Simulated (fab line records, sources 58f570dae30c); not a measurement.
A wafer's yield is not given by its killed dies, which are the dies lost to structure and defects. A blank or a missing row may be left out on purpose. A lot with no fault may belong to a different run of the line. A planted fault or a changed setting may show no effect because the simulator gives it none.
Split-lot experiment / flow berkeley cmos170 / 23 wafers read across 5 lots, on a route 331 steps long

THE SPLIT
At UCB170_PWELL_IMPLANT_15, the setting dose cm2 was moved away from the recipe's 5e+12 on 8 of the 23 wafers read, by -4.8% to +5.9%. The other wafers ran this setting at the recipe's value.

THE PATH FROM SPLIT TO READING: the file shows 1 step between them
- UCB170_PWELL_STRIP_16: strips in O2

THE READING
PWELL_TW, at UCB170_PWELL_TW_MEAS_17. A value of 381 with a standard deviation of 3 is what fault-free wafers of this fab line usually give.

wafer=L074.3; tool, chamber at the split=implanter-02, 0; dose cm2 as run=5e+12; against the recipe=recipe; PWELL_TW=385; against lot-mates on the recipe=-
wafer=L074.4; tool, chamber at the split=implanter-02, 0; dose cm2 as run=5e+12; against the recipe=recipe; PWELL_TW=384; against lot-mates on the recipe=-
wafer=L074.5; tool, chamber at the split=implanter-02, 0; dose cm2 as run=5e+12; against the recipe=recipe; PWELL_TW=386; against lot-mates on the recipe=-
wafer=L075.2; tool, chamber at the split=implanter-03, 0; dose cm2 as run=4.761e+12; against the recipe=-4.8%; PWELL_TW=379; against lot-mates on the recipe=-5
wafer=L075.3; tool, chamber at the split=implanter-03, 0; dose cm2 as run=5e+12; against the recipe=recipe; PWELL_TW=384; against lot-mates on the recipe=-
wafer=L075.4; tool, chamber at the split=implanter-03, 0; dose cm2 as run=5e+12; against the recipe=recipe; PWELL_TW=383; against lot-mates on the recipe=-
wafer=L075.5; tool, chamber at the split=implanter-03, 0; dose cm2 as run=4.761e+12; against the recipe=-4.8%; PWELL_TW=378; against lot-mates on the recipe=-6
wafer=L075.6; tool, chamber at the split=implanter-03, 0; dose cm2 as run=5e+12; against the recipe=recipe; PWELL_TW=385; against lot-mates on the recipe=-
wafer=L076.1; tool, chamber at the split=implanter-03, 0; dose cm2 as run=5e+12; against the recipe=recipe; PWELL_TW=378; against lot-mates on the recipe=-
wafer=L076.3; tool, chamber at the split=implanter-03, 0; dose cm2 as run=5.125e+12; against the recipe=+2.5%; PWELL_TW=378; against lot-mates on the recipe=+1
wafer=L076.4; tool, chamber at the split=implanter-03, 0; dose cm2 as run=5e+12; against the recipe=recipe; PWELL_TW=378; against lot-mates on the recipe=-
wafer=L076.5; tool, chamber at the split=implanter-03, 0; dose cm2 as run=5.125e+12; against the recipe=+2.5%; PWELL_TW=377; against lot-mates on the recipe=+0
wafer=L076.6; tool, chamber at the split=implanter-03, 0; dose cm2 as run=5e+12; against the recipe=recipe; PWELL_TW=374; against lot-mates on the recipe=-
wafer=L081.1; tool, chamber at the split=implanter-04, 0; dose cm2 as run=5.294e+12; against the recipe=+5.9%; PWELL_TW=391; against lot-mates on the recipe=+7
wafer=L081.2; tool, chamber at the split=implanter-04, 0; dose cm2 as run=5e+12; against the recipe=recipe; PWELL_TW=385; against lot-mates on the recipe=-
wafer=L081.4; tool, chamber at the split=implanter-04, 0; dose cm2 as run=5e+12; against the recipe=recipe; PWELL_TW=385; against lot-mates on the recipe=-
wafer=L081.5; tool, chamber at the split=implanter-04, 0; dose cm2 as run=5.294e+12; against the recipe=+5.9%; PWELL_TW=392; against lot-mates on the recipe=+8
wafer=L081.6; tool, chamber at the split=implanter-04, 0; dose cm2 as run=5e+12; against the recipe=recipe; PWELL_TW=383; against lot-mates on the recipe=-
wafer=L083.1; tool, chamber at the split=implanter-03, 0; dose cm2 as run=4.863e+12; against the recipe=-2.7%; PWELL_TW=377; against lot-mates on the recipe=-1
wafer=L083.2; tool, chamber at the split=implanter-03, 0; dose cm2 as run=4.863e+12; against the recipe=-2.7%; PWELL_TW=376; against lot-mates on the recipe=-2
wafer=L083.3; tool, chamber at the split=implanter-03, 0; dose cm2 as run=5e+12; against the recipe=recipe; PWELL_TW=378; against lot-mates on the recipe=-
wafer=L083.5; tool, chamber at the split=implanter-03, 0; dose cm2 as run=5e+12; against the recipe=recipe; PWELL_TW=378; against lot-mates on the recipe=-
wafer=L083.6; tool, chamber at the split=implanter-03, 0; dose cm2 as run=5e+12; against the recipe=recipe; PWELL_TW=379; against lot-mates on the recipe=-

FIT RESULTS
A straight line over all 23 wafers: PWELL_TW changes by +1.08 for each +1% of dose cm2; r = +0.58; the points scatter about the line by 4.
The same after taking each lot's own level away (the mean of its wafers on the recipe; 23 wafers): +1.06 for each +1%; r = +0.92; scatter 1.2.
On that fit, the largest move of dose cm2 shifts the reading by 6.2.
Measured against the standard deviation above, the lots' own levels, which go from 376.7 to 385.0, span 2.8 times it.
So the lot-to-lot level blurs the effect unless lot-mates are compared.
Check: +6.05 against its lot-mates is what the line predicts for one of the wafers moved furthest among these (+5.9%) when that wafer is left out of the fit. It came out at +6.67 against them.

THE OTHER SPLITS THESE WAFERS WENT THROUGH
Note: prior to the reading, these wafers also went through further splits. Each is held against what the fit with the lots' levels taken away leaves over:
other split on the same wafers=UCB170_NWELL_CVD_04 pressure mtorr; wafers away from the commonest value=15; r with PWELL_TW (lot level and that fit taken away)=+0.04
other split on the same wafers=UCB170_NWELL_PEB_10 peb temp c; wafers away from the commonest value=7; r with PWELL_TW (lot level and that fit taken away)=+0.11

FILE'S OWN FIT
PWELL_TW changes by +1.13 for each +1% of dose cm2, r = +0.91.
